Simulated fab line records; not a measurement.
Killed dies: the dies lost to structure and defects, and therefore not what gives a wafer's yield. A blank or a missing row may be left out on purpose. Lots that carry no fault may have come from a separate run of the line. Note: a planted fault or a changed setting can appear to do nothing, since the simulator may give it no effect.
Comparing a struck lot with a sound one -- flow rit cmos -- 14 steps out of a route of 202
Sound: these wafers, L145.2, L145.3, L145.5. Wafers L148.1, L148.4, L148.6 were the ones struck. At the end, the cause is stated.
At each step with rows: each side's tool, then ch and its chambers, then its first start. Under that, the readings that differ: sound wafers -- struck wafers -- difference of the means -- sigmas: that difference in standard deviations of wafers without a fault.
alike: same words and numbers on both sides, and readings whose means sit less than 2 such deviations apart. not compared: any withheld reading, any reading some wafer has no value for, any bound like >300 that may hide the same value, and any number with overlapping values for which the record gives no deviation.
The two part at a step that has a row with sigmas, a row that says differs or no value, or rows on one side only. Numbers that don't overlap but have no deviation are shown without sigmas and don't part them. A reading missing from all wafers of one side parts the sides only when that side holds two or more wafers.

first, 2 steps without rows for these wafers: RIT_NLDD_PEB_04; RIT_NLDD_DEVELOP_05 (develop time 50 s).
RIT_NLDD_OVL_MEAS_06:
  sound: overlay-01 at day 5 01:40; struck: overlay-01 at day 5 14:52
  alike: NLDD_OVL
then, 2 steps without rows for these wafers: RIT_NLDD_HARDBAKE_07 (time 60 s); RIT_NLDD_IMPLANT_08.
RIT_NLDD_STRIP_09: strips in O2, time 180 s.
  sound on plasma asher-04 ch 0,1, day 5 02:00; struck on plasma asher-03 ch 0,1, day 5 15:17
  alike: drypump motor current A
  not compared: rf hours counter h
RIT_NLDD_TW_MEAS_10:
  sound: film metro-01 at day 5 02:11; struck: film metro-01 at day 5 15:27
  alike: NLDD_TW
then, 5 steps without rows for these wafers: RIT_PLDD_HMDS_00 (prime time 60 s); RIT_PLDD_COAT_01 (resist thk 1000 nm); RIT_PLDD_SOFTBAKE_02 (time 60 s); RIT_PLDD_EXPOSE_03 (exposes mask M8, target cd 40900 nm); RIT_PLDD_PEB_04.
RIT_PLDD_DEVELOP_05: develop time 50 s.
  sound on litho track-02 ch 0, day 5 02:00; struck on litho track-03, day 5 16:00
  no value came back on the struck wafers for chill plate temp C (C), develop time s (s), resist line temp C (C); on the sound wafers chill plate temp C (C) reads 23.15 23.01 22.87
RIT_PLDD_OVL_MEAS_06:
  sound: overlay-02 at day 5 03:05; struck: overlay-02 at day 5 16:29
reading,sound,struck,difference,sigmas
PLDD_OVL (nm),-0.3 1.7 0.8,- - -,no value on the struck wafers,

WHERE THEY PART
Earliest at RIT_PLDD_DEVELOP_05; latest, in this record, at RIT_PLDD_OVL_MEAS_06.

WHY: the cause the simulator had injected
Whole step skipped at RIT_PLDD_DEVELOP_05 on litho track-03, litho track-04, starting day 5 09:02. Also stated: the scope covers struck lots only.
